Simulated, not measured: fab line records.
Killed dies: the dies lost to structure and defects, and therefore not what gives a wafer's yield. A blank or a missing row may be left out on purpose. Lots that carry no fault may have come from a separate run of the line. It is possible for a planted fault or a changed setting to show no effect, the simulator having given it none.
fab line records	flow ritCmos
record: lots: 15	wafers: 45	lastDay: 7
route steps=202 shown PLDD@120 CONTACT@180 M1@196
lots that met no fault: from a run of the same line without faults
startH: hours from the record's opening day to when the first of the lot's shown wafers began	waitH: hours since the lot's step before	" identical to the entry in the row above	L1.1+2: one row covering several wafers at once	- no value present, or no start provided	* or withheld: withheld	< > ~ a bound
route shown NAME@n: a module of which the file shows steps, and the number in the route of the first	usual: mean and standard deviation over wafers with no fault	same: alike in all rows	chamber/n: place in a boat	sites: the reading at each site	_std_site: standard deviation of those values	_edge_site: inner sites' mean taken away from outer sites' mean	radiusMm: how far each site lies from the wafer's centre	mask NAME#n: copy n	behind: the last tool/chamber to shape the wafer	hold: cause of the lot's hold/its duration in hours/its outcome	device: the transistor (n, p or np) that didn't switch	end of line: at the end of the route, the tests of the same wafers	a step with no rows: only its recipe	killed: not the wafer's yield, but the dies lost to structure and defects at the first sort	map: shows each die of a wafer: x if killed, . if not, _ if none is there
set.NAME: the setting that was run; set.NAME@STEP: the one run at that earlier step	model.NAME: the simulator's own value behind a step, which no gauge read
a sample of lots followed through the steps of the route, with each step as a table and each wafer as a row
services: from which hour (startH, from the record's first day; less than 0 if before it) a tool's chamber was out of use, for how many hours, and why
== steps ==
step: RIT_PLDD_OVL_MEAS_06
usual: PLDD_OVL: -0.2/1.6
lot.wafer	tool	chamber	startH	waitH	PLDD_OVL[nm]
L647.2	overlay-02	-	67.85	-	0.2
L647.5	"	-	"	"	0.4
L647.6	"	-	"	"	0.8
L648.1	overlay-01	-	71.51	-	-1.8
L648.2	"	-	"	"	0.5
L648.3	"	-	"	"	-1.2
L649.1	overlay-02	-	71.89	-	1.7
L649.3	"	-	"	"	0.8
L649.4	"	-	"	"	1.9
L650.2	overlay-01	-	84.33	-	3.1
L650.3	"	-	"	"	1.3
L650.6	"	-	"	"	1.5
L651.3	overlay-02	-	86.81	-	-0.5
L651.5	"	-	"	"	-1.0
L651.6	"	-	"	"	-0.9
L652.1	overlay-02	-	87.04	-	-3.3
L652.2	"	-	"	"	-1.4
L652.3	"	-	"	"	-2.9
L653.4	overlay-02	-	98.99	-	1.0
L653.5	"	-	"	"	1.4
L653.6	"	-	"	"	0.3
L654.2	overlay-01	-	99.24	-	3.2
L654.3	"	-	"	"	2.0
L654.4	"	-	"	"	1.9
L655.1	overlay-02	-	101.51	-	-1.9
L655.3	"	-	"	"	-2.9
L655.4	"	-	"	"	-0.9
L658.1	overlay-01	-	129.20	-	-2.9
L658.5	"	-	"	"	-1.6
L658.6	"	-	"	"	-2.3
L662.2	overlay-02	-	141.26	-	-0.4
L662.5	"	-	"	"	4.1
L662.6	"	-	"	"	0.9
L663.1	overlay-02	-	144.00	-	-2.5
L663.3	"	-	"	"	0.2
L663.5	"	-	"	"	-2.2
L665.2	overlay-01	-	153.64	-	0.5
L665.5	"	-	"	"	0.6
L665.6	"	-	"	"	0.7
L666.1	overlay-02	-	155.13	-	-2.2
L666.2	"	-	"	"	-0.4
L666.4	"	-	"	"	-0.8
L667.4	overlay-01	-	159.58	-	0.8
L667.5	"	-	"	"	-0.2
L667.6	"	-	"	"	1.1
step: RIT_CONTACT_STRIP_12
recipe: chemistry: O2	timeS: 180	resist: NOVOLAK	platenTempC: withheld	powerW: 500	pressureMtorr: 4000	o2FlowSccm: 4000
usual: drypumpMotorCurrentA: 5.8/0.31
same: timeS: 180
lot.wafer	tool	chamber	startH	waitH	drypumpMotorCurrentA	rfHoursCounterH
L647.2	plasmaAsher-04	0	77.05	0.1	6.2	25
L647.5	"	0	"	"	6.2	-
L647.6	"	1	"	"	5.5	-
L648.1	plasmaAsher-03	1	80.60	0.1	5.7	45
L648.2	"	0	"	"	5.8	45
L648.3	"	1	"	"	5.7	-
L649.1	plasmaAsher-04	1	81.00	0.1	5.5	26
L649.3	"	0	"	"	6.2	-
L649.4	"	1	"	"	5.5	-
L650.2	plasmaAsher-04	0	93.55	0.1	6.2	28
L650.3	"	1	"	"	5.5	-
L650.6	"	0	"	"	6.2	-
L651.3	plasmaAsher-04	1	96.32	0.2	5.5	-
L651.5	"	1	"	"	5.5	-
L651.6	"	0	"	"	6.2	-
L652.1	plasmaAsher-04	0	97.27	0.1	6.2	29
L652.2	"	1	"	"	5.5	29
L652.3	"	1	"	"	5.5	-
L653.4	plasmaAsher-04	1	108.17	0.2	5.5	-
L653.5	"	1	"	"	5.5	-
L653.6	"	0	"	"	6.2	-
L654.2	plasmaAsher-03	0	108.56	0.1	5.9	47
L654.3	"	0	"	"	5.8	-
L654.4	"	1	"	"	5.7	-
L655.1	plasmaAsher-04	1	111.78	0.1	5.5	31
L655.3	"	0	"	"	6.2	-
L655.4	"	1	"	"	5.5	-
L658.1	plasmaAsher-02	0	138.84	0.1	6.0	45
L658.5	"	0	"	"	6.0	-
L658.6	"	1	"	"	5.4	-
L662.2	plasmaAsher-04	0	150.61	0.1	6.2	37
L662.5	"	1	"	"	5.5	-
L662.6	"	0	"	"	6.2	-
L663.1	plasmaAsher-04	1	154.06	0.1	5.5	37
L663.3	"	0	"	"	6.2	-
L663.5	"	1	"	"	5.5	-
L665.2	plasmaAsher-04	0	162.90	0.1	6.2	38
L665.5	"	1	"	"	5.5	-
L665.6	"	0	"	"	6.2	-
L666.1	plasmaAsher-03	1	165.85	0.1	5.6	55
L666.2	"	0	"	"	5.9	55
L666.4	"	0	"	"	5.8	-
L667.4	plasmaAsher-03	1	170.83	0.2	5.6	-
L667.5	"	0	"	"	5.8	-
L667.6	"	1	"	"	5.7	-
step: RIT_M1_METAL_ETCH_12
recipe: stopOn: SiO2	chemistry: Cl2/BCl3	target: Al	timeS: 165	overEtchFrac: 0.5	pressureMtorr: 100	targetDepthA: 6000	rfW: 250	Cl2_flow_sccm: 60	bcl3FlowSccm: 50
usual: bcl3FlowSccm: 49.98/0.14	chamberPressureMTorr: 100.00/0.091	drypumpMotorCurrentA: 5.71/0.19	oesProductAu: 0.778/0.011	throttleValvePct: 8.27/0.14	timeS: 165/0
lot.wafer	tool	chamber	startH	waitH	bcl3FlowSccm	chamberPressureMTorr	drypumpMotorCurrentA	oesProductAu	rfHoursCounterH	throttleValvePct	timeS
L647.2	rieMetal-03	1	79.60	0.2	50.15	100.07	5.40	0.785	1	8.35	165
L647.5	"	1	"	"	50.07	100.02	5.44	0.797	-	8.34	165
L647.6	"	0	"	"	49.79	100.02	5.61	0.785	-	8.08	165
L648.1	rieMetal-04	0	83.35	0.2	50.02	99.72	5.87	0.763	34	8.43	165
L648.2	"	1	"	"	49.79	100.03	6.01	0.781	34	8.36	165
L648.3	"	1	"	"	50.04	100.03	6.00	0.765	-	8.37	165
L649.1	rieMetal-01	1	83.55	0.2	50.15	99.88	5.78	0.754	4	8.09	165
L649.3	"	1	"	"	50.16	100.06	5.78	0.764	-	8.08	165
L649.4	"	0	"	"	50.04	100.10	5.67	0.782	-	8.31	165
L650.2	rieMetal-03	0	96.10	0.2	50.08	100.02	5.67	0.782	1	8.08	165
L650.3	"	0	"	"	50.10	100.04	5.68	0.783	-	8.08	165
L650.6	"	1	"	"	49.86	99.93	5.43	0.788	-	8.37	165
L651.3	rieMetal-04	0	98.74	0.2	50.06	100.03	5.88	0.769	-	8.43	165
L651.5	"	1	"	"	49.76	100.03	6.02	0.762	-	8.36	165
L651.6	"	0	"	"	50.24	99.99	5.88	0.764	-	8.44	165
L652.1	rieMetal-01	0	99.68	0.2	-	-	-	-	-	-	-
L652.2	"	1	"	"	-	-	-	-	-	-	-
L652.3	"	0	"	"	-	-	-	-	-	-	-
L653.4	rieMetal-03	0	110.80	0.1	-	-	-	-	-	-	-
L653.5	"	1	"	"	-	-	-	-	-	-	-
L653.6	"	0	"	"	-	-	-	-	-	-	-
L654.2	rieMetal-04	1	111.15	0.2	-	-	-	-	-	-	-
L654.3	"	0	"	"	-	-	-	-	-	-	-
L654.4	"	1	"	"	-	-	-	-	-	-	-
L655.1	rieMetal-01	1	114.19	0.2	49.99	100.16	5.78	0.762	5	8.07	165
L655.3	"	1	"	"	50.06	100.07	5.79	0.764	-	8.07	165
L655.4	"	0	"	"	49.84	100.00	5.69	0.783	-	8.30	165
L658.1	rieMetal-01	0	141.51	0.2	49.96	100.08	5.71	0.775	5	8.31	165
L658.5	"	0	"	"	50.09	99.94	5.70	0.780	-	8.31	165
L658.6	"	1	"	"	49.97	99.97	5.80	0.755	-	8.07	165
L662.2	rieMetal-01	1	153.35	0.2	49.92	99.89	5.81	0.765	5	8.09	165
L662.5	"	1	"	"	49.77	100.06	5.83	0.764	-	8.08	165
L662.6	"	0	"	"	49.96	100.00	5.69	0.785	-	8.30	165
L663.1	rieMetal-04	0	156.58	0.2	50.11	99.80	5.82	0.800	0	8.47	165
L663.3	"	0	"	"	49.95	99.99	5.85	0.807	-	8.44	165
L663.5	"	1	"	"	50.16	100.01	6.01	0.780	-	8.36	165
L665.2	rieMetal-01	1	165.35	0.2	49.85	100.04	5.79	0.762	5	8.08	165
L665.5	"	0	"	"	49.88	100.11	5.69	0.791	-	8.29	165
L665.6	"	1	"	"	50.01	99.93	5.79	0.766	-	8.08	165
L666.1	rieMetal-04	0	168.46	0.2	50.03	99.90	5.83	0.796	0	8.46	165
L666.2	"	1	"	"	50.23	99.84	6.00	0.789	0	8.36	165
L666.4	"	0	"	"	50.20	100.17	5.85	0.785	-	8.45	165
L667.4	rieMetal-03	1	173.46	0.2	50.01	100.09	5.42	0.781	-	8.37	165
L667.5	"	1	"	"	49.98	100.19	5.39	0.781	-	8.36	165
L667.6	"	1	"	"	50.19	100.05	5.41	0.779	-	8.34	165
step: RIT_M1_STRIP_14
recipe: chemistry: O2	timeS: 180	platenTempC: withheld	powerW: 500	pressureMtorr: 4000	o2FlowSccm: 4000
usual: drypumpMotorCurrentA: 5.9/0.41
same: timeS: 180
lot.wafer	tool	chamber	startH	waitH	drypumpMotorCurrentA	rfHoursCounterH
L647.2	plasmaAsher-04	1	79.99	0.0	5.5	26
L647.5	"	1	"	"	5.5	-
L647.6	"	0	"	"	6.2	-
L648.1	plasmaAsher-04	0	83.74	0.0	6.2	26
L648.2	"	1	"	"	5.5	26
L648.3	"	0	"	"	6.2	-
L649.1	plasmaAsher-01	1	83.89	0.0	6.5	45
L649.3	"	0	"	"	5.4	-
L649.4	"	1	"	"	6.5	-
L650.2	plasmaAsher-01	0	96.43	0.0	5.4	47
L650.3	"	1	"	"	6.5	-
L650.6	"	0	"	"	5.4	-
L651.3	plasmaAsher-01	1	99.08	0.1	6.5	-
L651.5	"	1	"	"	6.5	-
L651.6	"	0	"	"	5.5	-
L652.1	plasmaAsher-01	0	100.01	0.0	5.5	48
L652.2	"	1	"	"	6.5	48
L652.3	"	1	"	"	6.6	-
L653.4	plasmaAsher-03	0	111.14	0.1	5.8	-
L653.5	"	1	"	"	5.7	-
L653.6	"	0	"	"	5.8	-
L654.2	plasmaAsher-04	0	111.48	0.0	6.2	31
L654.3	"	0	"	"	6.2	-
L654.4	"	1	"	"	5.5	-
L655.1	plasmaAsher-03	0	114.53	0.0	5.9	48
L655.3	"	0	"	"	5.8	-
L655.4	"	1	"	"	5.6	-
L658.1	plasmaAsher-03	1	141.84	0.0	5.6	52
L658.5	"	1	"	"	5.6	-
L658.6	"	0	"	"	5.9	-
L662.2	plasmaAsher-03	0	153.70	0.0	5.8	53
L662.5	"	1	"	"	5.7	-
L662.6	"	0	"	"	5.8	-
L663.1	plasmaAsher-01	0	156.93	0.0	5.4	4
L663.3	"	0	"	"	5.4	-
L663.5	"	0	"	"	5.4	-
L665.2	plasmaAsher-01	1	165.71	0.0	6.5	5
L665.5	"	0	"	"	5.4	-
L665.6	"	1	"	"	6.5	-
L666.1	plasmaAsher-01	1	168.81	0.0	6.5	5
L666.2	"	0	"	"	5.4	5
L666.4	"	1	"	"	6.5	-
L667.4	plasmaAsher-04	0	173.86	0.1	6.2	-
L667.5	"	0	"	"	6.2	-
L667.6	"	1	"	"	5.5	-
step: RIT_M1_CD_MEAS_90
recipe: targetCdNm: 2600
usual: cdNm: 2600.1/2.3
lot.wafer	tool	chamber	startH	waitH	cdNm
L647.2	cdSem-01	-	80.24	0.2	2602.6
L647.5	"	-	"	"	2601.8
L647.6	"	-	"	"	2597.4
L648.1	cdSem-02	-	83.91	0.1	2601.2
L648.2	"	-	"	"	2601.8
L648.3	"	-	"	"	2602.2
L649.1	cdSem-01	-	84.07	0.1	2596.5
L649.3	"	-	"	"	2596.5
L649.4	"	-	"	"	2599.5
L650.2	cdSem-01	-	96.63	0.1	2598.9
L650.3	"	-	"	"	2600.6
L650.6	"	-	"	"	2604.1
L651.3	cdSem-01	-	99.24	0.1	2602.7
L651.5	"	-	"	"	2603.1
L651.6	"	-	"	"	2602.2
L652.1	cdSem-01	-	100.19	0.1	-
L652.2	"	-	"	"	-
L652.3	"	-	"	"	-
L653.4	cdSem-02	-	111.32	0.1	-
L653.5	"	-	"	"	-
L653.6	"	-	"	"	-
L654.2	cdSem-02	-	111.68	0.1	-
L654.3	"	-	"	"	-
L654.4	"	-	"	"	-
L655.1	cdSem-01	-	114.70	0.1	2599.1
L655.3	"	-	"	"	2599.4
L655.4	"	-	"	"	2600.7
L658.1	cdSem-02	-	142.02	0.1	2598.3
L658.5	"	-	"	"	2599.3
L658.6	"	-	"	"	2599.4
L662.2	cdSem-02	-	153.90	0.1	2598.7
L662.5	"	-	"	"	2597.9
L662.6	"	-	"	"	2597.1
L663.1	cdSem-02	-	157.10	0.1	2599.0
L663.3	"	-	"	"	2600.6
L663.5	"	-	"	"	2600.4
L665.2	cdSem-01	-	165.90	0.1	2596.5
L665.5	"	-	"	"	2597.8
L665.6	"	-	"	"	2595.0
L666.1	cdSem-02	-	168.99	0.1	2596.5
L666.2	"	-	"	"	2601.1
L666.4	"	-	"	"	2600.1
L667.4	cdSem-02	-	174.03	0.1	2602.4
L667.5	"	-	"	"	2600.5
L667.6	"	-	"	"	2603.0
step: RIT_M1_PROBE_99
usual: defectLimitedYield: 97.4/1.1	killed_at_M0_to_M3: 0.0/0.2	killedAtContacts: 0.0/0.2	killedAtFrontEnd: 6.8/2.9	killedDies: 6.8/2.9	killedOnRim: 1.9/1.4	killedOpen: 3.3/1.9	killedShort: 3.5/2	sort_bin_3_pad_short: 0.1/0.21	sort_bin_5_function: 1.4/0.74	sort_bin_6_memory: 1.1/0.67	sortNPass: 257.2/2.9	sortYieldPct: 97.4/1.1
same: grossDies: 264	killed_at_M4_up: 0	killedAtBackSide: 0	killedAtOther: 0
lot.wafer	tool	chamber	startH	waitH	defectLimitedYield[%]	killed_at_M0_to_M3	killedAtContacts	killedAtFrontEnd	killedDies	killedOnRim	killedOpen	killedShort	sort_bin_3_pad_short[%]	sort_bin_5_function[%]	sort_bin_6_memory[%]	sortNPass	sortYieldPct[%]
L647.2	prober-02	-	85.04	0.1	97.3	0	0	7	7	2	2	5	0.4	1.5	0.8	257.0	97.3
L647.5	prober-02	-	85.19	0.2	98.1	0	0	5	5	2	2	3	0	1.1	0.8	259.0	98.1
L647.6	prober-02	-	85.24	0.2	95.8	0	0	11	11	4	6	5	0	1.5	2.7	253.0	95.8
L648.1	prober-01	-	87.80	0.1	97.7	0	0	6	6	3	3	3	0	1.5	0.8	258.0	97.7
L648.2	prober-01	-	87.85	0.1	97.7	0	0	6	6	2	2	4	0	1.5	0.8	258.0	97.7
L648.3	prober-01	-	87.90	0.2	97.7	0	0	6	6	4	0	6	0	1.5	0.8	258.0	97.7
L649.1	prober-02	-	87.80	0.1	98.1	0	0	5	5	1	3	2	0	1.5	0.4	259.0	98.1
L649.3	prober-02	-	87.90	0.2	98.5	0	0	4	4	0	4	0	0	1.5	0	260.0	98.5
L649.4	prober-02	-	87.95	0.2	97.7	0	0	6	6	2	1	5	0	1.5	0.8	258.0	97.7
L650.2	prober-01	-	103.15	0.1	97.7	0	0	6	6	1	1	5	0	1.1	1.1	258.0	97.7
L650.3	prober-01	-	103.20	0.2	98.9	0	0	3	3	2	1	2	0	0.4	0.8	261.0	98.9
L650.6	prober-01	-	103.35	0.2	97.0	0	0	8	8	1	4	4	0	0.8	2.3	256.0	97.0
L651.3	prober-02	-	103.20	0.2	97.3	0	0	7	7	2	2	5	0	1.5	1.1	257.0	97.3
L651.5	prober-02	-	103.30	0.2	98.5	0	0	4	4	0	2	2	0	0.8	0.8	260.0	98.5
L651.6	prober-02	-	103.35	0.2	98.1	0	0	5	5	0	2	3	0	0.8	1.1	259.0	98.1
L652.1	prober-01	-	103.40	0.4	0	258	0	6	264	70	3	3	0	99.6	0.4	0	0
L652.2	prober-01	-	103.45	0.4	0	258	1	5	264	70	2	4	0.4	98.9	0.8	0	0
L652.3	prober-01	-	103.50	0.5	0	255	0	9	264	70	6	3	0	98.9	1.1	0	0
L655.1	prober-01	-	116.70	0.1	95.8	0	0	11	11	8	7	4	0.4	2.7	1.1	253.0	95.8
L655.3	prober-01	-	116.80	0.2	98.5	0	0	4	4	2	3	1	0	1.1	0.4	260.0	98.5
L655.4	prober-01	-	116.85	0.2	97.7	0	0	6	6	1	4	2	0	0.8	1.5	258.0	97.7
L654.2	prober-02	-	116.75	0.1	0	251	0	13	264	70	10	3	0	98.1	1.9	0	0
L654.3	prober-02	-	116.80	0.2	0	253	0	11	264	70	4	7	0.4	97.7	1.9	0	0
L654.4	prober-02	-	116.85	0.2	0	246	0	18	264	70	8	10	0	97.7	2.3	0	0
L653.4	prober-02	-	117.15	0.5	0	257	0	7	264	70	2	5	0	98.9	1.1	0	0
L653.5	prober-02	-	117.20	0.5	0	257	0	7	264	70	4	4	0.4	98.5	1.1	0	0
L653.6	prober-02	-	117.25	0.6	0	256	0	8	264	70	4	4	0	98.5	1.5	0	0
L658.1	prober-01	-	143.76	0.1	99.2	0	0	2	2	1	1	1	0	0.8	0	262.0	99.2
L658.5	prober-01	-	143.96	0.2	97.3	0	1	6	7	2	2	5	0	1.9	0.8	257.0	97.3
L658.6	prober-01	-	144.01	0.2	98.5	0	0	4	4	1	2	1	0	0.8	0.8	260.0	98.5
L662.2	prober-01	-	155.67	0.1	98.9	0	0	3	3	0	1	2	0	0.8	0.4	261.0	98.9
L662.5	prober-01	-	155.82	0.2	98.1	0	0	5	5	1	4	1	0	0.8	1.1	259.0	98.1
L662.6	prober-01	-	155.87	0.2	97.3	1	0	6	7	0	4	3	0	1.5	1.1	257.0	97.3
L663.1	prober-02	-	158.84	0.1	95.5	0	0	12	12	5	6	6	0.8	2.7	1.1	252.0	95.5
L663.3	prober-02	-	158.94	0.2	97.3	0	0	7	7	2	3	4	0	1.5	1.1	257.0	97.3
L663.5	prober-02	-	159.04	0.2	98.1	0	0	5	5	1	1	4	0	0.8	1.1	259.0	98.1
L665.2	prober-02	-	169.22	0.1	96.6	0	0	9	9	4	4	5	0	2.7	0.8	255.0	96.6
L665.5	prober-02	-	169.37	0.2	95.8	0	0	11	11	4	7	4	0.4	2.7	1.1	253.0	95.8
L665.6	prober-02	-	169.42	0.2	98.1	0	1	4	5	2	1	4	0	0.4	1.5	259.0	98.1
L666.1	prober-01	-	171.98	0.1	97.7	0	0	6	6	1	2	4	0	2.3	0	258.0	97.7
L666.2	prober-01	-	172.03	0.1	97.3	0	0	7	7	4	3	4	0	1.9	0.8	257.0	97.3
L666.4	prober-01	-	172.13	0.2	98.9	1	0	2	3	0	2	1	0	0.4	0.8	261.0	98.9
L667.4	prober-02	-	175.86	0.2	98.9	0	0	3	3	2	1	2	0	0.4	0.8	261.0	98.9
L667.5	prober-02	-	175.91	0.2	98.1	1	0	4	5	1	3	2	0.4	0.8	0.8	259.0	98.1
L667.6	prober-02	-	175.96	0.2	97.7	0	0	6	6	2	4	2	0	1.9	0.4	258.0	97.7
killed by level:class
L647.2 SPACER:geometricParticle:short=2 FOX1:geometricParticle:open=1 FOX2:geometricParticle:short=1 REOX:geometricParticle:short=1 SPACER:geometricParticle:open=1 SILICIDE:geometricParticle:short=1
L647.5 FOX2:geometricParticle:short=1 REOX:geometricParticle:open=1 REOX:geometricParticle:short=1 SPACER:geometricParticle:short=1 SILICIDE:geometricParticle:open=1
L647.6 SPACER:geometricParticle:open=5 GATE:geometricParticle:short=2 FOX1:geometricParticle:short=1 REOX:geometricParticle:open=1 REOX:geometricParticle:short=1 SPACER:geometricParticle:short=1
L648.1 FOX1:geometricParticle:open=1 FOX2:geometricParticle:open=1 FOX2:geometricParticle:short=1 GATE:geometricParticle:short=1 REOX:geometricParticle:short=1 SILICIDE:geometricParticle:open=1
L649.1 FOX1:geometricParticle:open=1 FOX1:geometricParticle:short=1 GATE:geometricParticle:short=1 GATE:geometricParticle:open=1 SILICIDE:geometricParticle:open=1
L648.2 FOX2:geometricParticle:short=1 GATE:geometricParticle:short=1 GATE:geometricParticle:open=1 REOX:geometricParticle:short=1 SPACER:geometricParticle:open=1 SILICIDE:geometricParticle:short=1
L648.3 GATE:geometricParticle:short=2 REOX:geometricParticle:short=2 FOX1:geometricParticle:short=1 FOX2:geometricParticle:short=1
L649.3 GATE:geometricParticle:open=2 SILICIDE:geometricParticle:open=2
L649.4 GATE:geometricParticle:short=2 REOX:geometricParticle:short=2 FOX1:geometricParticle:open=1 SPACER:geometricParticle:short=1
L650.2 GATE:geometricParticle:short=3 REOX:geometricParticle:short=2 SPACER:geometricParticle:open=1
L650.3 GATE:geometricParticle:short=2 FOX2:geometricParticle:open=1
L651.3 GATE:geometricParticle:short=2 GATE:geometricParticle:open=1 REOX:geometricParticle:short=1 SPACER:geometricParticle:short=1 SILICIDE:geometricParticle:short=1 SILICIDE:geometricParticle:open=1
L651.5 GATE:geometricParticle:open=2 GATE:geometricParticle:short=1 REOX:geometricParticle:short=1
L650.6 GATE:geometricParticle:open=3 REOX:geometricParticle:short=2 GATE:geometricParticle:short=1 REOX:geometricParticle:open=1 SPACER:geometricParticle:short=1
L651.6 GATE:geometricParticle:open=2 FOX2:geometricParticle:short=1 GATE:geometricParticle:short=1 REOX:geometricParticle:short=1
L652.1 M1:areaEtch=258 FOX1:geometricParticle:short=3 FOX1:geometricParticle:open=1 FOX2:geometricParticle:open=1 SILICIDE:geometricParticle:open=1
L652.2 M1:areaEtch=258 FOX2:geometricParticle:short=2 GATE:geometricParticle:open=2 GATE:geometricParticle:short=1 CONTACT:geometricParticle:short=1
L652.3 M1:areaEtch=255 GATE:geometricParticle:open=2 REOX:geometricParticle:open=2 SPACER:geometricParticle:open=2 FOX2:geometricParticle:short=1 GATE:geometricParticle:short=1 SPACER:geometricParticle:short=1
L655.1 SPACER:geometricParticle:open=6 GATE:geometricParticle:short=3 FOX1:geometricParticle:short=1 GATE:geometricParticle:open=1
L654.2 M1:areaEtch=251 FOX2:geometricParticle:open=3 GATE:geometricParticle:open=3 GATE:geometricParticle:short=2 REOX:geometricParticle:open=2 FOX1:geometricParticle:open=1 REOX:geometricParticle:short=1 SILICIDE:geometricParticle:open=1
L654.3 M1:areaEtch=253 GATE:geometricParticle:short=5 GATE:geometricParticle:open=2 FOX2:geometricParticle:open=1 REOX:geometricParticle:short=1 REOX:geometricParticle:open=1 SPACER:geometricParticle:short=1
L655.3 FOX2:geometricParticle:open=1 GATE:geometricParticle:open=1 REOX:geometricParticle:open=1 SPACER:geometricParticle:short=1
L654.4 M1:areaEtch=246 GATE:geometricParticle:short=4 GATE:geometricParticle:open=3 FOX2:geometricParticle:open=2 FOX2:geometricParticle:short=2 REOX:geometricParticle:open=2 SILICIDE:geometricParticle:short=2 FOX1:geometricParticle:open=1
L655.4 GATE:geometricParticle:open=3 FOX1:geometricParticle:open=1 SPACER:geometricParticle:short=1 SILICIDE:geometricParticle:short=1
L653.4 M1:areaEtch=257 FOX2:geometricParticle:short=2 SILICIDE:geometricParticle:open=2 FOX1:geometricParticle:short=1 GATE:geometricParticle:short=1 SILICIDE:geometricParticle:short=1
L653.5 M1:areaEtch=256 SPACER:geometricParticle:open=2 FOX2:geometricParticle:open=1 FOX2:geometricParticle:short=1 GATE:geometricParticle:short=1 REOX:geometricParticle:open=1 REOX:geometricParticle:short=1 M1:geometricParticle:short=1
L653.6 M1:areaEtch=256 FOX1:geometricParticle:open=3 REOX:geometricParticle:short=2 FOX1:geometricParticle:short=1 GATE:geometricParticle:short=1 REOX:geometricParticle:open=1
L658.1 ACTIVE:geometricParticle:short=1 SILICIDE:geometricParticle:open=1
L658.5 GATE:geometricParticle:short=4 GATE:geometricParticle:open=2 CONTACT:geometricParticle:short=1
L658.6 FOX1:geometricParticle:open=2 GATE:geometricParticle:short=1 NWELL:coatMicrobubblePrinted=1
L662.2 FOX1:geometricParticle:open=1 FOX1:geometricParticle:short=1 FOX2:geometricParticle:short=1
L662.5 GATE:geometricParticle:open=2 FOX2:geometricParticle:open=1 FOX2:geometricParticle:short=1 REOX:geometricParticle:open=1
L662.6 GATE:geometricParticle:open=3 FOX1:geometricParticle:open=1 FOX2:geometricParticle:short=1 GATE:geometricParticle:short=1 M1:geometricParticle:short=1
L663.1 GATE:geometricParticle:open=3 GATE:geometricParticle:short=3 REOX:geometricParticle:open=2 FOX1:geometricParticle:short=1 SPACER:geometricParticle:open=1 SPACER:geometricParticle:short=1 SILICIDE:geometricParticle:short=1
L663.3 REOX:geometricParticle:short=2 FOX1:geometricParticle:open=1 FOX2:geometricParticle:short=1 SPACER:geometricParticle:open=1 SILICIDE:geometricParticle:open=1 SILICIDE:geometricParticle:short=1
L663.5 GATE:geometricParticle:short=3 FOX1:geometricParticle:short=1 GATE:geometricParticle:open=1
L665.2 FOX1:geometricParticle:short=2 FOX2:geometricParticle:open=2 GATE:geometricParticle:short=1 REOX:geometricParticle:open=1 SPACER:geometricParticle:short=1 SILICIDE:geometricParticle:short=1 SILICIDE:geometricParticle:open=1
L665.5 GATE:geometricParticle:open=4 GATE:geometricParticle:short=3 SPACER:geometricParticle:open=2 FOX1:geometricParticle:short=1 REOX:geometricParticle:open=1
L665.6 GATE:geometricParticle:short=2 FOX1:geometricParticle:short=1 SILICIDE:geometricParticle:short=1 CONTACT:geometricParticle:open=1
L666.1 REOX:geometricParticle:short=2 FOX1:geometricParticle:short=1 FOX1:geometricParticle:open=1 GATE:geometricParticle:short=1 SILICIDE:geometricParticle:open=1
L666.2 REOX:geometricParticle:open=3 FOX1:geometricParticle:short=1 FOX2:geometricParticle:short=1 GATE:geometricParticle:short=1 REOX:geometricParticle:short=1
L666.4 GATE:geometricParticle:open=1 GATE:geometricParticle:short=1 M1:geometricParticle:open=1
L667.4 FOX1:geometricParticle:short=1 GATE:geometricParticle:short=1 SILICIDE:geometricParticle:open=1
L667.5 GATE:geometricParticle:short=1 GATE:geometricParticle:open=1 SILICIDE:geometricParticle:short=1 SILICIDE:geometricParticle:open=1 M1:geometricParticle:open=1
L667.6 REOX:geometricParticle:open=2 FOX1:geometricParticle:open=1 FOX1:geometricParticle:short=1 GATE:geometricParticle:short=1 SILICIDE:geometricParticle:open=1
== services ==
tool	chamber	startH	hours	kind
rieMetal-03	-	59.71	0.1	repair
rieMetal-04	-	62.08	2.8	pm
plasmaAsher-02	-	72.88	49.5	pm
rieMetal-04	-	81.64	0.5	repair
plasmaAsher-03	-	91.42	15.0	pm
rieMetal-03	-	92.03	0.5	repair
plasmaAsher-01	-	106.39	14.1	pm
plasmaAsher-01	-	120.52	9.0	pm
plasmaAsher-01	0	120.52	9.0	ventCycle
plasmaAsher-01	1	120.52	9.0	ventCycle
plasmaAsher-02	-	122.41	2.8	pm
plasmaAsher-01	0	129.52	-	clean
plasmaAsher-01	1	129.52	-	clean
rieMetal-04	-	136.12	20.0	pm
rieMetal-04	0	136.12	20.0	ventCycle
rieMetal-04	1	136.12	20.0	ventCycle
rieMetal-04	0	156.12	-	clean
rieMetal-04	1	156.12	-	clean
rieMetal-03	0	166.59	6.9	repair
plasmaAsher-03	-	168.17	2.4	repair
plasmaAsher-01	-	170.68	2.9	repair
== key ==
firstSign: step: RIT_M1_METAL_ETCH_12	reading: toolRecord	direction: missing
effect: step: RIT_M1_CD_MEAS_90	reading: cdNm	direction: missing
effect: step: RIT_M1_PROBE_99	reading: killed_at_M0_to_M3	direction: up	sigmas: 99+	usual: 0.0	struck: 254.6
moreKillsBornAt: RIT_M1_METAL_ETCH_12@rieMetal-01: 771	RIT_M1_METAL_ETCH_12@rieMetal-03: 769	RIT_M1_METAL_ETCH_12@rieMetal-04: 750
metAt RIT_M1_METAL_ETCH_12
struckLots L652,L653,L654
laterRowsLeftOut L652.1,L652.2,L652.3,L653.4,L653.5,L653.6,L654.2,L654.3,L654.4
notActingAt RIT_PLDD_OVL_MEAS_06,RIT_CONTACT_STRIP_12,RIT_M1_STRIP_14
onsetBetween 98.74 99.68
fault: kind: skippedStepWhole	tool: rieMetal-01,rieMetal-03,rieMetal-04	chamber: -	onsetH: 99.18	steps: RIT_M1_METAL_ETCH_12	scope: struckLotsOnly
laterRowsLeftOut: the simulator's readings of these wafers behind a module that went badly wrong aren't trusted and aren't shown, but for the sort
